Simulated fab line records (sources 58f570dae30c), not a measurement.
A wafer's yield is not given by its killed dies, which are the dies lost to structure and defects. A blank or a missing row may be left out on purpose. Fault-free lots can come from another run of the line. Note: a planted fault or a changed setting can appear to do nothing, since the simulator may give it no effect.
Which tool did it?	flow berkeley cmos170	45 wafers from 15 lots sampled at 2 of the route's 331 steps

## WHAT EACH GAUGE READ, for each wafer
UCB170_V1_THK_MEAS_04. Usual: V1_POLISHED_THK 999.6 nm, standard deviation 1.1.
lot	measured	on	V1_POLISHED_THK (nm)	flag
L988	day 7 22:40	film metro-04	1000.6 1000.3 1000.1	
L991	day 9 14:40	film metro-03	998.2 997.6 998.5	
L994	day 9 22:28	film metro-02	999.5 997.8 999.2	
L995	day 9 23:43	film metro-03	999.3 998.9 999.2	
L993	day 10 01:02	film metro-03	998.9 999.9 1000.2	
L997	day 10 10:08	film metro-02	999.1 1000.2 998.1	
L996	day 10 11:36	film metro-02	998.5 998.6 999.6	
L100	day 10 23:22	film metro-02	998.2 998.6 999.4	
L104	day 11 22:04	film metro-04	998.0 999.7 999.3	
L105	day 12 08:12	film metro-03	1000.4 999.1 997.3	
L108	day 12 17:53	film metro-03	1000.7 1000.8 1000.7	
L107	day 12 19:08	film metro-03	1000.4 998.2 999.5	
L109	day 13 09:20	film metro-02	1000.2 1000.6 999.9	
L110	day 13 10:38	film metro-03	1001.1 1000.8 1001.9	
L111	day 14 06:58	film metro-04	999.7 1000.7 998.7	

## TOOL THAT RAN EACH LOT (tool first, then ch and the chambers of the sampled wafers, then the start)
lot	UCB170_V1_CVD_00
L988	pecvd-01 ch 0,1,2, day 7 22:02
L991	pecvd-02 ch 1,2, day 9 14:01
L994	pecvd-02 ch 0,2, day 9 21:43
L995	pecvd-01 ch 0,1,2, day 9 23:04
L993	pecvd-03 ch 0,1,2, day 10 00:23
L997	pecvd-01 ch 0,1,2, day 10 09:29
L996	pecvd-03 ch 0,1,2, day 10 10:57
L100	pecvd-01 ch 0,1,2, day 10 22:26
L104	pecvd-03 ch 0,2, day 11 21:26
L105	pecvd-02 ch 0,1,2, day 12 07:34
L108	pecvd-03 ch 0,1, day 12 17:10
L107	pecvd-02 ch 0,1,2, day 12 18:29
L109	pecvd-01 ch 0,2, day 13 08:40
L110	pecvd-03 ch 0,2, day 13 10:01
L111	pecvd-01 ch 0,2, day 14 06:20
- UCB170_V1_CVD_00: deposits SiO2 from TEOS/O2, target thk 2000 nm, time 250 s.

## AS READ BY THE TOOLS THEMSELVES (means over the sampled wafers that have a number; for cases with no such wafer, the mark the record gives instead)
UCB170_V1_CVD_00. Usual: heater power w 266 W, standard deviation 64.
lot	tool	heater power w (W)	flag
L988	pecvd-01	224	
L991	pecvd-02	290	
L994	pecvd-02	315	
L995	pecvd-01	189	
L993	pecvd-03	251	
L997	pecvd-01	214	
L996	pecvd-03	316	
L100	pecvd-01	210	
L104	pecvd-03	294	
L105	pecvd-02	350	
L108	pecvd-03	299	
L107	pecvd-02	314	
L109	pecvd-01	185	
L110	pecvd-03	300	
L111	pecvd-01	173	

## THE ANSWER, worked out from the rows above alone
Rule: a lot is off if the mean of its wafers that have a number lies more than 3 standard deviations from the usual mean. A lot without any number at a reading at which 4 lots or more have one is off too. All remaining lots with rows at the step are treated as sound. First the gauges in route order, then the tools' own readings, where a lot's mean is used as printed above. At the first step where some lot is off, the reading lying furthest off is the one used; lots without a number count as furthest.
Across all readings shown, no lot is off: no conclusion can be drawn from this.

## WHAT HAD BEEN PUT IN BY THE SIMULATOR
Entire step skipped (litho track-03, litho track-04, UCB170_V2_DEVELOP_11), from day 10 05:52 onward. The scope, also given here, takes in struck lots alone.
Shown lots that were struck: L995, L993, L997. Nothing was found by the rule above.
